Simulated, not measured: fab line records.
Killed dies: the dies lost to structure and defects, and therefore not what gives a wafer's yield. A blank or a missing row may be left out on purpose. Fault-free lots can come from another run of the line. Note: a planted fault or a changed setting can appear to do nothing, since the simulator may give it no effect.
fab line records	flow berkeley_cmos170
[record] lots = 14	wafers = 42	last_day = 11
route steps=331 shown NSD@193 CONTACT@231 M1@238
lots with no fault: from the same line, run without faults
start_h: the number of hours between the record's first day and the start of the first shown wafer of the lot	wait_h: hours from the lot's prior step to this one	" identical to the entry in the row above	L1.1+2: a single row standing in for several wafers	- no value, or no start was given	* or withheld: withheld	< > ~ a bound
route shown NAME@n: names a module that has steps shown in the file, with the first one's number in the route	usual: mean/standard deviation taken from wafers without a fault	same: alike in all rows	chamber/n: place in a boat	sites: the reading at each site	_std_site: how widely they spread, as a standard deviation	_edge_site: mean of outer sites minus mean of inner sites	radius_mm: how far each site lies from the wafer's centre	mask NAME#n: copy n	behind: the last tool/chamber to shape the wafer	hold: the reason the lot was held/the length of the hold in hours/how it ended	device: which transistor (n, p or np) failed to switch	end of line: tests of these same wafers at the route's end	where a step has no rows: the recipe by itself	killed: dies lost to structure and defects at the first sort, not the wafer's yield	map: a wafer's dies, marking killed ones x, the rest . and places with no die _
set.NAME: the setting as run; set.NAME@STEP: as run at that earlier step	model.NAME: the simulator's own value behind a step, which no gauge read
steps of the route over a sample of lots; a table a step, a row a wafer
services: a tool's chamber out of use, with start hour (start_h, from the record's first day; less than 0 if before it), hours out, and reason
[[steps]]
[step UCB170_NSD_CD_MEAS_06]
[recipe] target_cd_nm = 1200
[usual] cd_nm = 1200.0/1.5
lot.wafer	tool	chamber	start_h	wait_h	cd_nm
L429.2	cd_sem-02	-	136.52	-	1198.5
L429.3	"	-	"	"	1199.0
L429.6	"	-	"	"	1199.5
L428.3	cd_sem-01	-	136.77	-	1203.3
L428.5	"	-	"	"	1203.1
L428.6	"	-	"	"	1202.9
L427.1	cd_sem-01	-	137.32	-	1200.3
L427.4	"	-	"	"	1201.0
L427.6	"	-	"	"	1200.2
L430.1	cd_sem-01	-	163.73	-	1200.2
L430.3	"	-	"	"	1200.5
L430.4	"	-	"	"	1200.3
L431.3	cd_sem-02	-	163.95	-	1202.4
L431.5	"	-	"	"	1201.4
L431.6	"	-	"	"	1200.4
L433.1	cd_sem-01	-	164.18	-	1200.5
L433.3	"	-	"	"	1200.5
L433.4	"	-	"	"	1200.4
L435.1	cd_sem-02	-	181.51	-	1199.4
L435.4	"	-	"	"	1200.1
L435.5	"	-	"	"	1200.1
L434.4	cd_sem-02	-	181.92	-	1199.0
L434.5	"	-	"	"	1200.5
L434.6	"	-	"	"	1197.3
L436.2	cd_sem-01	-	199.28	-	1198.7
L436.5	"	-	"	"	1199.2
L436.6	"	-	"	"	1199.4
L437.2	cd_sem-01	-	199.92	-	1198.6
L437.5	"	-	"	"	1199.1
L437.6	"	-	"	"	1199.2
L445.2	cd_sem-02	-	223.67	-	1198.4
L445.3	"	-	"	"	1197.7
L445.4	"	-	"	"	1198.0
L449.1	cd_sem-02	-	242.92	-	1202.2
L449.3	"	-	"	"	1201.0
L449.5	"	-	"	"	1202.8
L447.2	cd_sem-01	-	243.22	-	1201.1
L447.4	"	-	"	"	1200.7
L447.5	"	-	"	"	1199.8
L446.2	cd_sem-01	-	243.64	-	1198.8
L446.3	"	-	"	"	1198.7
L446.4	"	-	"	"	1198.8
[step UCB170_SDANNEAL_RS_MEAS_03]
[recipe] thk_meas_gauge = four-point-probe
[usual] NSD_RS = 37.26/0.086
lot.wafer	tool	chamber	start_h	wait_h	NSD_RS[ohm/sq]
L429.2	film_metro-02	-	138.46	0.1	37.27
L429.3	"	-	"	"	37.27
L429.6	"	-	"	"	37.22
L428.3	film_metro-01	-	138.65	0.1	37.29
L428.5	"	-	"	"	37.11
L428.6	"	-	"	"	37.21
L427.1	film_metro-01	-	139.13	0.1	37.34
L427.4	"	-	"	"	37.24
L427.6	"	-	"	"	37.30
L430.1	film_metro-02	-	165.34	0.1	37.41
L430.3	"	-	"	"	37.37
L430.4	"	-	"	"	37.32
L431.3	film_metro-01	-	165.72	0.1	37.32
L431.5	"	-	"	"	37.24
L431.6	"	-	"	"	37.29
L433.1	film_metro-02	-	165.85	0.1	37.48
L433.3	"	-	"	"	37.26
L433.4	"	-	"	"	37.38
L435.1	film_metro-02	-	183.21	0.1	37.34
L435.4	"	-	"	"	37.32
L435.5	"	-	"	"	37.30
L434.4	film_metro-03	-	183.53	0.1	37.30
L434.5	"	-	"	"	37.23
L434.6	"	-	"	"	37.20
L436.2	film_metro-02	-	200.92	0.1	37.31
L436.5	"	-	"	"	37.25
L436.6	"	-	"	"	37.30
L437.2	film_metro-02	-	201.56	0.1	37.24
L437.5	"	-	"	"	37.29
L437.6	"	-	"	"	37.27
L445.2	film_metro-02	-	225.77	0.1	37.34
L445.3	"	-	"	"	37.38
L445.4	"	-	"	"	37.41
L449.1	film_metro-03	-	244.68	0.1	37.15
L449.3	"	-	"	"	37.28
L449.5	"	-	"	"	37.05
L447.2	film_metro-01	-	244.83	0.1	37.41
L447.4	"	-	"	"	37.29
L447.5	"	-	"	"	37.32
L446.2	film_metro-02	-	245.26	0.1	37.23
L446.3	"	-	"	"	37.35
L446.4	"	-	"	"	37.26
[step UCB170_CONTACT_CD_MEAS_15]
[recipe] target_cd_nm = 700
[usual] cd_nm = 699.9/1.5
lot.wafer	tool	chamber	start_h	wait_h	cd_nm
L429.2	cd_sem-02	-	143.25	-	697.6
L429.3	"	-	"	"	697.3
L429.6	"	-	"	"	698.6
L428.3	cd_sem-02	-	143.82	-	700.5
L428.5	"	-	"	"	699.6
L428.6	"	-	"	"	699.1
L427.1	cd_sem-02	-	144.09	-	701.0
L427.4	"	-	"	"	702.2
L427.6	"	-	"	"	701.6
L430.1	cd_sem-02	-	170.32	-	696.1
L430.3	"	-	"	"	698.0
L430.4	"	-	"	"	696.7
L431.3	cd_sem-02	-	170.62	-	700.4
L431.5	"	-	"	"	699.6
L431.6	"	-	"	"	700.5
L433.1	cd_sem-02	-	170.87	-	697.5
L433.3	"	-	"	"	698.7
L433.4	"	-	"	"	698.8
L435.1	cd_sem-02	-	189.69	-	699.8
L435.4	"	-	"	"	700.2
L435.5	"	-	"	"	699.5
L434.4	cd_sem-01	-	190.16	-	701.5
L434.5	"	-	"	"	702.3
L434.6	"	-	"	"	700.3
L436.2	cd_sem-02	-	207.49	-	700.6
L436.5	"	-	"	"	699.5
L436.6	"	-	"	"	700.3
L437.2	cd_sem-02	-	208.66	-	698.9
L437.5	"	-	"	"	697.3
L437.6	"	-	"	"	698.4
L445.2	cd_sem-02	-	232.50	-	702.4
L445.3	"	-	"	"	701.5
L445.4	"	-	"	"	700.7
L449.1	cd_sem-02	-	249.35	-	702.8
L449.3	"	-	"	"	700.3
L449.5	"	-	"	"	702.0
L447.2	cd_sem-02	-	250.91	-	700.9
L447.4	"	-	"	"	701.3
L447.5	"	-	"	"	699.5
L446.2	cd_sem-01	-	251.02	-	702.5
L446.3	"	-	"	"	700.9
L446.4	"	-	"	"	701.7
[step UCB170_M1_SPUTTER_00]
[recipe] material = Al	target_thk_nm = 600	time_s = 80	power_w = 6000	chamber_pressure_pa = 0.5
[usual] chamber_pressure_pa = 0.5002/0.0011	throttle_valve_pct = 29.8/1.6
lot.wafer	tool	chamber	start_h	wait_h	chamber_pressure_pa	throttle_valve_pct
L429.2	pvd_sputter-04	-	143.95	0.0	0.5010	31.9
L429.3	"	-	"	"	0.4999	31.6
L429.6	"	-	"	"	0.5005	27.1
L428.3	pvd_sputter-01	-	144.49	0.0	0.5009	29.0
L428.5	"	-	"	"	0.4996	31.1
L428.6	"	-	"	"	0.5018	28.7
L427.1	pvd_sputter-04	-	144.81	0.0	0.4996	31.9
L427.4	"	-	"	"	0.4985	31.7
L427.6	"	-	"	"	0.4997	31.6
L430.1	pvd_sputter-03	-	171.06	0.0	0.4992	33.1
L430.3	"	-	"	"	0.4987	28.1
L430.4	"	-	"	"	0.4999	30.6
L431.3	pvd_sputter-01	-	171.30	0.0	0.5026	29.8
L431.5	"	-	"	"	0.5000	29.4
L431.6	"	-	"	"	0.5013	29.7
L433.1	pvd_sputter-04	-	171.58	0.0	0.5003	28.9
L433.3	"	-	"	"	0.5011	27.4
L433.4	"	-	"	"	0.5008	31.9
L433.1	pvd_sputter-04	-	171.81	0.2	0.5012	28.9
L433.3	"	-	"	"	0.5004	27.2
L433.4	"	-	"	"	0.4995	31.6
L435.1	pvd_sputter-04	-	190.46	0.0	0.5015	28.8
L435.4	"	-	"	"	0.4983	27.3
L435.5	"	-	"	"	0.4987	31.8
L434.4	pvd_sputter-01	-	190.86	0.0	0.5000	29.8
L434.5	"	-	"	"	0.5013	29.7
L434.6	"	-	"	"	0.4997	28.7
L436.2	pvd_sputter-03	-	208.19	0.0	0.5016	33.1
L436.5	"	-	"	"	0.4999	29.0
L436.6	"	-	"	"	0.5012	30.5
L437.2	pvd_sputter-04	-	209.40	0.0	0.4994	31.6
L437.5	"	-	"	"	0.5002	31.7
L437.6	"	-	"	"	0.4998	32.0
L437.2	pvd_sputter-04	-	209.62	0.2	0.4984	31.5
L437.5	"	-	"	"	0.5011	31.4
L437.6	"	-	"	"	0.4987	32.1
L445.2	pvd_sputter-01	-	233.62	0.0	0.5003	31.0
L445.3	"	-	"	"	0.5015	29.5
L445.4	"	-	"	"	0.5000	29.0
L449.1	pvd_sputter-04	-	250.08	0.0	0.5001	31.5
L449.3	"	-	"	"	0.5017	27.0
L449.5	"	-	"	"	0.5014	27.0
L447.2	pvd_sputter-01	-	251.61	0.0	0.5036	29.7
L447.4	"	-	"	"	0.4992	29.1
L447.5	"	-	"	"	0.4998	28.6
L446.2	pvd_sputter-03	-	251.73	0.0	0.4988	30.4
L446.3	"	-	"	"	0.5007	28.6
L446.4	"	-	"	"	0.4976	28.2
[step UCB170_M1_RS_MEAS_01]
[recipe] thk_meas_gauge = four-point-probe	reads = Al_of_M1_SPUTTER_00
[usual] M1_AL_RS = 0.0488/0.0005
lot.wafer	tool	chamber	start_h	wait_h	M1_AL_RS[ohm/sq]
L429.2	film_metro-01	-	144.04	0.1	0.0494
L429.3	"	-	"	"	0.0496
L429.6	"	-	"	"	0.0492
L428.3	film_metro-03	-	144.60	0.1	0.0496
L428.5	"	-	"	"	0.0479
L428.6	"	-	"	"	0.0489
L427.1	film_metro-03	-	144.87	0.0	0.0481
L427.4	"	-	"	"	0.0482
L427.6	"	-	"	"	0.0483
L430.1	film_metro-02	-	171.12	0.0	0.0493
L430.3	"	-	"	"	0.0487
L430.4	"	-	"	"	0.0489
L431.3	film_metro-01	-	171.40	0.1	0.0489
L431.5	"	-	"	"	0.0493
L431.6	"	-	"	"	0.0489
L433.1	film_metro-03	-	171.90	0.1	0.0240
L433.3	"	-	"	"	0.0238
L433.4	"	-	"	"	0.0239
L435.1	film_metro-02	-	190.52	0.0	0.0490
L435.4	"	-	"	"	0.0486
L435.5	"	-	"	"	0.0485
L434.4	film_metro-03	-	190.98	0.1	0.0490
L434.5	"	-	"	"	0.0490
L434.6	"	-	"	"	0.0486
L436.2	film_metro-01	-	208.27	0.1	0.0496
L436.5	"	-	"	"	0.0493
L436.6	"	-	"	"	0.0489
L437.2	film_metro-02	-	209.70	0.1	0.0243
L437.5	"	-	"	"	0.0244
L437.6	"	-	"	"	0.0241
L445.2	film_metro-01	-	233.70	0.1	0.0488
L445.3	"	-	"	"	0.0496
L445.4	"	-	"	"	0.0497
L449.1	film_metro-01	-	250.15	0.0	0.0492
L449.3	"	-	"	"	0.0488
L449.5	"	-	"	"	0.0486
L447.2	film_metro-03	-	251.69	0.1	0.0483
L447.4	"	-	"	"	0.0486
L447.5	"	-	"	"	0.0487
L446.2	film_metro-02	-	251.81	0.1	0.0478
L446.3	"	-	"	"	0.0481
L446.4	"	-	"	"	0.0484
[step UCB170_M1_THK_MEAS_02]
[recipe] thk_meas_gauge = xrf	reads = Al_of_M1_SPUTTER_00
[usual] M1_AL_THK = 601/7.2
lot.wafer	tool	chamber	start_h	wait_h	M1_AL_THK[nm]
L429.2	film_metro-01	-	144.15	0.1	594
L429.3	"	-	"	"	592
L429.6	"	-	"	"	599
L428.3	film_metro-03	-	144.70	0.1	592
L428.5	"	-	"	"	613
L428.6	"	-	"	"	599
L427.1	film_metro-03	-	144.99	0.1	612
L427.4	"	-	"	"	613
L427.6	"	-	"	"	612
L430.1	film_metro-02	-	171.24	0.1	594
L430.3	"	-	"	"	604
L430.4	"	-	"	"	600
L431.3	film_metro-01	-	171.50	0.1	605
L431.5	"	-	"	"	592
L431.6	"	-	"	"	603
L433.1	film_metro-03	-	172.02	0.1	1221
L433.3	"	-	"	"	1230
L433.4	"	-	"	"	1227
L435.1	film_metro-02	-	190.64	0.1	599
L435.4	"	-	"	"	601
L435.5	"	-	"	"	601
L434.4	film_metro-03	-	191.07	0.1	601
L434.5	"	-	"	"	602
L434.6	"	-	"	"	610
L436.2	film_metro-01	-	208.38	0.1	590
L436.5	"	-	"	"	594
L436.6	"	-	"	"	598
L437.2	film_metro-02	-	209.81	0.1	1187
L437.5	"	-	"	"	1182
L437.6	"	-	"	"	1203
L445.2	film_metro-01	-	233.81	0.1	598
L445.3	"	-	"	"	592
L445.4	"	-	"	"	588
L449.1	film_metro-01	-	250.27	0.1	588
L449.3	"	-	"	"	596
L449.5	"	-	"	"	599
L447.2	film_metro-03	-	251.80	0.1	608
L447.4	"	-	"	"	606
L447.5	"	-	"	"	604
L446.2	film_metro-02	-	251.92	0.1	606
L446.3	"	-	"	"	606
L446.4	"	-	"	"	602
[step UCB170_M1_METAL_ETCH_12]
[recipe] chemistry = Cl2/BCl3	target = Al	stop_on = PSG	pressure_mtorr = 12	target_depth_a = 7800	over_etch_frac = 0.3	time_s = 130	icp_w = 600	bias_w = 120	Cl2_flow_sccm = 90	bcl3_flow_sccm = 45
[usual] drypump_motor_current_A = 5.5/0.46	oes_product_au = 0.860/0.014	throttle_valve_pct = 24.43/0.19
lot.wafer	tool	chamber	start_h	wait_h	drypump_motor_current_A	oes_product_au	rf_hours_counter_h	throttle_valve_pct
L429.2	rie_metal-03	0	145.79	-	5.8	0.867	8	24.12
L429.3	"	0	"	"	5.8	0.868	-	24.13
L429.6	"	0	"	"	5.9	0.861	-	24.13
L428.3	rie_metal-02	0	146.32	-	5.7	0.851	-	24.41
L428.5	"	0	"	"	5.7	0.863	-	24.39
L428.6	"	1	"	"	6.2	0.877	-	24.36
L427.1	rie_metal-03	1	146.42	-	5.6	0.878	8	24.48
L427.4	"	0	"	"	5.8	0.879	-	24.11
L427.6	"	0	"	"	5.8	0.875	-	24.13
L430.1	rie_metal-04	1	172.36	-	5.0	0.846	0	24.47
L430.3	"	1	"	"	5.1	0.858	-	24.46
L430.4	"	0	"	"	4.9	0.847	-	24.89
L431.3	rie_metal-02	1	172.78	-	6.2	0.867	-	24.36
L431.5	"	1	"	"	6.3	0.867	-	24.36
L431.6	"	0	"	"	5.7	0.850	-	24.40
L433.1	rie_metal-03	1	173.12	-	5.7	1.013	8	24.40
L433.3	"	1	"	"	5.6	1.029	-	24.41
L433.4	"	0	"	"	5.8	1.006	-	24.06
L435.1	rie_metal-04	1	192.78	-	5.1	0.849	1	24.47
L435.4	"	1	"	"	5.1	0.857	-	24.49
L435.5	"	1	"	"	5.1	0.852	-	24.46
L434.4	rie_metal-02	0	193.07	-	5.7	0.846	-	24.39
L434.5	"	0	"	"	5.7	0.851	-	24.38
L434.6	"	1	"	"	6.2	0.886	-	24.36
L436.2	rie_metal-04	0	211.01	-	4.9	0.841	0	24.74
L436.5	"	1	"	"	5.1	0.848	-	24.46
L436.6	"	0	"	"	4.9	0.850	-	24.73
L437.2	rie_metal-02	1	212.01	-	6.2	1.039	6	24.28
L437.5	"	0	"	"	5.7	1.022	-	24.31
L437.6	"	1	"	"	6.3	1.032	-	24.26
L445.2	rie_metal-03	0	235.91	-	5.8	0.864	11	24.09
L445.3	"	0	"	"	5.9	0.863	-	24.13
L445.4	"	1	"	"	5.6	0.858	-	24.47
L449.1	rie_metal-04	0	251.60	-	4.9	0.847	1	24.72
L449.3	"	0	"	"	4.9	0.832	-	24.72
L449.5	"	1	"	"	5.1	0.865	-	24.46
L447.2	rie_metal-03	0	253.34	-	5.8	0.879	11	24.12
L447.4	"	1	"	"	5.6	0.878	-	24.47
L447.5	"	1	"	"	5.7	0.871	-	24.46
L446.2	rie_metal-02	1	253.38	-	6.2	0.877	7	24.35
L446.3	"	0	"	"	5.7	0.854	-	24.40
L446.4	"	1	"	"	6.2	0.872	-	24.35
[[services]]
tool	chamber	start_h	hours	kind
rie_metal-04	0	119.97	11.6	repair
rie_metal-04	1	131.55	-	clean
rie_metal-04	1	131.55	19.5	scheduled_down
rie_metal-04	1	131.55	19.5	vent_cycle
rie_metal-04	0	181.58	-	clean
rie_metal-04	0	181.58	26.9	scheduled_down
rie_metal-04	0	181.58	26.9	vent_cycle
[[key]]
[first_sign] step = UCB170_M1_SPUTTER_00	reading = visit	direction = added
[effect] step = UCB170_M1_RS_MEAS_01	reading = M1_AL_RS	direction = down	sigmas = 49	usual = 0.0488	struck = 0.0241
[effect] step = UCB170_M1_THK_MEAS_02	reading = M1_AL_THK	direction = up	sigmas = 84	usual = 601	struck = 1209
[effect] step = UCB170_M1_METAL_ETCH_12	reading = oes_product_au	direction = up	sigmas = 12	usual = 0.860	struck = 1.024
met_at UCB170_M1_SPUTTER_00
struck_lots L433,L437
later_rows_left_out L433.1,L433.3,L433.4,L437.2,L437.5,L437.6
sort_left_out L433.1,L433.3,L433.4,L437.2,L437.5,L437.6
not_acting_at UCB170_NSD_CD_MEAS_06,UCB170_SDANNEAL_RS_MEAS_03,UCB170_CONTACT_CD_MEAS_15
[fault] kind = repeated_step_whole	tool = pvd_sputter-01,pvd_sputter-03,pvd_sputter-04	chamber = -	onset_h = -	steps = UCB170_M1_SPUTTER_00	times = 1	scope = struck_lots_only
// sort_left_out: the simulated sort isn't trusted on such a fault, so these wafers' sort isn't shown, and their yield isn't known
// later_rows_left_out: the simulator's readings of these wafers behind a module that went badly wrong aren't trusted and aren't shown, but for the sort
